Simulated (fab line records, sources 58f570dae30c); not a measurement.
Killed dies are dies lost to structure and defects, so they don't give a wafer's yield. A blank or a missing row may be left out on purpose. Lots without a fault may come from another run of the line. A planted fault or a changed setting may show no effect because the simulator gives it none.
Which tool did it? | flow berkeley_cmos170 | 13 lots, 39 wafers sampled, at 4 steps of a route of 331

WHAT THE GAUGES READ, wafer by wafer
UCB170_NWELL_THK_MEAS_05.
lot  | measured    | on            | NWELL_NITRIDE_THK (nm)
L864 | day 2 10:22 | film_metro-01 | 222.5 223.2 222.6
L866 | day 2 18:10 | film_metro-01 | 223.9 225.0 222.5
L867 | day 3 04:17 | film_metro-03 | 222.7 225.3 224.5
L868 | day 3 08:30 | film_metro-04 | 219.5 219.1 219.3
L870 | day 3 21:23 | film_metro-04 | 220.1 219.8 219.1
L872 | day 4 02:58 | film_metro-04 | 216.5 217.8 216.9
L873 | day 4 02:58 | film_metro-01 | 218.1 218.0 218.0
L881 | day 5 19:13 | film_metro-03 | 217.7 217.4 218.8
L879 | day 5 19:13 | film_metro-01 | 224.0 225.3 223.8
L882 | day 6 05:10 | film_metro-03 | 220.9 220.6 222.2
L883 | day 6 05:13 | film_metro-03 | 220.5 219.2 220.6
L886 | day 6 17:14 | film_metro-03 | 215.5 216.1 214.7
L887 | day 7 00:30 | film_metro-01 | 224.6 225.1 224.4

UCB170_NWELL_TW_MEAS_16.
lot  | measured    | on            | NWELL_TW
L864 | day 2 11:59 | film_metro-04 | 1243 1242 1247
L866 | day 2 20:11 | film_metro-04 | 1243 1240 1249
L867 | day 3 05:48 | film_metro-01 | 1245 1240 1241
L868 | day 3 09:48 | film_metro-01 | 1247 1249 1249
L870 | day 3 22:53 | film_metro-04 | 1252 1250 1254
L872 | day 4 04:25 | film_metro-01 | 1242 1243 1245
L873 | day 4 04:37 | film_metro-04 | 1258 1256 1252
L881 | day 5 20:37 | film_metro-01 | 1248 1244 1242
L879 | day 5 20:34 | film_metro-01 | 1244 1243 1243
L882 | day 6 07:29 | film_metro-01 | 1248 1248 1241
L883 | day 6 08:03 | film_metro-03 | 1252 1253 1257
L886 | day 6 19:08 | film_metro-01 | 1241 1245 1237
L887 | day 7 01:47 | film_metro-01 | 1250 1252 1256

UCB170_M3_OVL_MEAS_16.
lot  | measured     | on         | M3_OVL (nm)
L864 | day 8 14:47  | overlay-02 | -14 -6 -18
L866 | day 8 23:46  | overlay-02 | -4 -8 -8
L867 | day 8 23:14  | overlay-02 | -1 -4 -2
L868 | day 9 06:17  | overlay-01 | 5 -2 2
L870 | day 9 17:02  | overlay-01 | 7 11 8
L872 | day 9 16:45  | overlay-02 | 2 0 -2
L873 | day 9 15:15  | overlay-01 | -5 -4 -4
L881 | day 11 07:42 | overlay-01 | -6 -8 -7
L879 | day 11 05:05 | overlay-02 | -6 -4 0
L882 | day 12 01:41 | overlay-01 | -12 -11 -9
L883 | day 12 00:26 | overlay-02 | -12 -15 -10
L886 | day 12 07:07 | overlay-02 | -6 -6 -5
L887 | day 12 14:31 | overlay-01 | -1 -6 -4

WHICH TOOL RAN EACH LOT (tool, then ch and the chambers of the sampled wafers, then the start)
lot  | UCB170_SPACER_CVD_00
L864 | pecvd-02 ch 0,1,2, day 7 00:07
L866 | pecvd-03 ch 1,2, day 7 12:04
L867 | pecvd-02 ch 0,1,2, day 7 11:53
L868 | pecvd-04 ch 0,1,2, day 7 19:33
L870 | pecvd-04 ch 0,2, day 8 03:15
L872 | pecvd-04 ch 0,1, day 8 02:33
L873 | pecvd-02 ch 0,1,2, day 8 02:58
L881 | pecvd-02 ch 0,2, day 9 14:38
L879 | pecvd-03 ch 0,1,2, day 9 15:08
L882 | pecvd-03 ch 0,2, day 10 08:56
L883 | pecvd-03 ch 1,2, day 10 09:41
L886 | pecvd-04 ch 0,1,2, day 10 20:16
L887 | pecvd-03 ch 0,1,2, day 11 03:24
- UCB170_SPACER_CVD_00: deposits SiO2 from TEOS/O2, target thk 376 nm, time 47 s.

WHAT THE TOOLS THEMSELVES READ (means of the sampled wafers that have a number; where no wafer has one, the mark that the record gives instead)
UCB170_SPACER_CVD_00.
lot  | tool     | heater_power_w (W) | run_length_s (s)
L864 | pecvd-02 | 242                | 75.1
L866 | pecvd-03 | 221                | 75.2
L867 | pecvd-02 | 237                | 75.3
L868 | pecvd-04 | 221                | 74.9
L870 | pecvd-04 | 192                | 75.3
L872 | pecvd-04 | 215                | 75.3
L873 | pecvd-02 | 255                | 75.2
L881 | pecvd-02 | 272                | 77.1
L879 | pecvd-03 | 289                | 75.3
L882 | pecvd-03 | 249                | 74.8
L883 | pecvd-03 | 254                | 75.6
L886 | pecvd-04 | 245                | 75.2
L887 | pecvd-03 | 256                | 75.2

THE ANSWER, worked out from the rows above alone
Rule: what is usual is taken from the lots themselves. Put in order of their means at a reading, lots are off if they are a third of the lots or fewer, leave a main group of 4 or more, and stand apart from it by a gap of 3 or more times the standard deviation of the main group's means; of several such gaps the widest counts. A main group whose means are all the same, to the digits that the tables above print for the reading, isn't used. A lot without any number at a reading at which 4 lots or more have one is off too. The other lots that the step has rows for count as sound. The gauges are gone through in route order, then the tools' own readings, and for those a lot's mean is taken as printed above. The first step at which some lot is off is used, and at that step the reading that is off furthest; a lot without a number counts as furthest.
Off: L881, at UCB170_SPACER_CVD_00 (run_length_s). The main group: mean 75.2 s, standard deviation 0.2.
A tool fits if, at that step or a process step before it, it ran every lot that is off, and no sound lot after the first of them. One fits: pecvd-02 at UCB170_SPACER_CVD_00. Its last sound lot is L873 (day 8 02:58), its first lot that is off L881 (day 9 14:38): a fault that began between those two fits.
The tool's own readings at UCB170_SPACER_CVD_00 bear it out: on the lots that are off they differ by more than 5 times the standard deviation of the sound lots' means. run_length_s reads 77.1 s there against 75.2 s on the sound lots.

WHAT THE SIMULATOR HAD PUT IN
Process parameter drift: pecvd-02, from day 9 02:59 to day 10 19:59, at UCB170_SPACER_CVD_00. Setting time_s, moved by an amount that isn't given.
Lots struck among those shown: L881. The rule above found the same.
